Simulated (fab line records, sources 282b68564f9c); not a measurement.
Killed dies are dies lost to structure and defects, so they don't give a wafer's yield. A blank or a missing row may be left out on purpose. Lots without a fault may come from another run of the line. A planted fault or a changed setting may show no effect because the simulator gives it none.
Split-lot experiment | flow rit_cmos | 5 lots, 23 wafers read, on a route of 202 steps

THE SPLIT
At RIT_PRETRO_HARDBAKE_07 (time 120 s), the setting temp_c was moved away from the recipe's 140 C on 6 of the 23 wafers read, by -2.9% to -2.8%. The other wafers ran this setting at the recipe's value.

The reading is taken at the split's own step.

THE READING
NOVOLAK_of_PRETRO_COAT_01.thk_nm (the simulator's own value, which no gauge read), in nm, at RIT_PRETRO_HARDBAKE_07 (time 120 s). The file gives no usual value for it. The 17 wafers here that ran the recipe average 1138 nm, standard deviation 2.1 nm.

wafer  | tool, chamber at the split | temp_c as run, C | against the recipe | NOVOLAK_of_PRETRO_COAT_01.thk_nm, nm | against lot-mates on the recipe
L074.1 | litho_track-01, 0          | 140              | recipe             | 1140                                 | -
L074.5 | litho_track-01, 0          | 140              | recipe             | 1140                                 | -
L074.2 | litho_track-01, 0          | 140              | recipe             | 1138                                 | -
L075.1 | litho_track-03, 0          | 136.1            | -2.8%              | 1149                                 | +8
L075.4 | litho_track-03, 0          | 136.1            | -2.8%              | 1149                                 | +8
L075.2 | litho_track-03, 0          | 136.1            | -2.8%              | 1150                                 | +10
L075.5 | litho_track-03, 0          | 140              | recipe             | 1140                                 | -
L075.6 | litho_track-03, 0          | 140              | recipe             | 1141                                 | -
L079.1 | litho_track-01, 0          | 136              | -2.9%              | 1145                                 | +8
L079.4 | litho_track-01, 0          | 136              | -2.9%              | 1145                                 | +8
L079.2 | litho_track-01, 0          | 140              | recipe             | 1137                                 | -
L079.5 | litho_track-01, 0          | 136              | -2.9%              | 1143                                 | +6
L079.6 | litho_track-01, 0          | 140              | recipe             | 1136                                 | -
L080.1 | litho_track-02, 0          | 140              | recipe             | 1137                                 | -
L080.4 | litho_track-02, 0          | 140              | recipe             | 1137                                 | -
L080.6 | litho_track-02, 0          | 140              | recipe             | 1137                                 | -
L080.2 | litho_track-02, 0          | 140              | recipe             | 1135                                 | -
L080.5 | litho_track-02, 0          | 140              | recipe             | 1140                                 | -
L085.1 | litho_track-01, 0          | 140              | recipe             | 1137                                 | -
L085.2 | litho_track-01, 0          | 140              | recipe             | 1137                                 | -
L085.4 | litho_track-01, 0          | 140              | recipe             | 1137                                 | -
L085.3 | litho_track-01, 0          | 140              | recipe             | 1140                                 | -
L085.6 | litho_track-01, 0          | 140              | recipe             | 1143                                 | -

THE FIT
A straight line over all 23 wafers: NOVOLAK_of_PRETRO_COAT_01.thk_nm changes by -2.99 nm for each +1% of temp_c; r = -0.86; the points scatter about the line by 2.4 nm.
The same after taking each lot's own level away (the mean of its wafers on the recipe; 23 wafers): -2.95 nm for each +1%; r = -0.93; scatter 1.6 nm.
On that fit, the largest move of temp_c shifts the reading by 8.4 nm.
The lots' own levels span 1136.5 to 1140.5 nm, that is 1.9 times the standard deviation above.
So the lot-to-lot level changes the slope little: the two slopes agree.
Check: with one of the wafers moved furthest among these (-2.9%) left out of the fit, the line predicts +8.42 nm for it against its lot-mates. It came out at +8.5 nm against them.

OTHER SPLITS ON THESE WAFERS
These wafers also went through other splits before the reading. Each is held against what the fit with the lots' levels taken away leaves over:
other split on the same wafers      | wafers away from the commonest value | r with NOVOLAK_of_PRETRO_COAT_01.thk_nm (lot level and that fit taken away)
RIT_ACTIVE_EXPOSE_08 dose_mj        | 6                                    | -0.08
RIT_ACTIVE_ETCH_13 pressure_mtorr   | 10                                   | +0.09
RIT_FOX2_OXIDATION_00 temp_c        | 18                                   | +0.00
RIT_NWELL_DEVELOP_05 develop_time_s | 9                                    | -0.15
RIT_NRETRO_IMPLANT_08 energy_kev    | 7                                    | -0.09

THE FILE'S OWN FIT
NOVOLAK_of_PRETRO_COAT_01.thk_nm changes by -2.89 nm for each +1% of temp_c, r = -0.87.
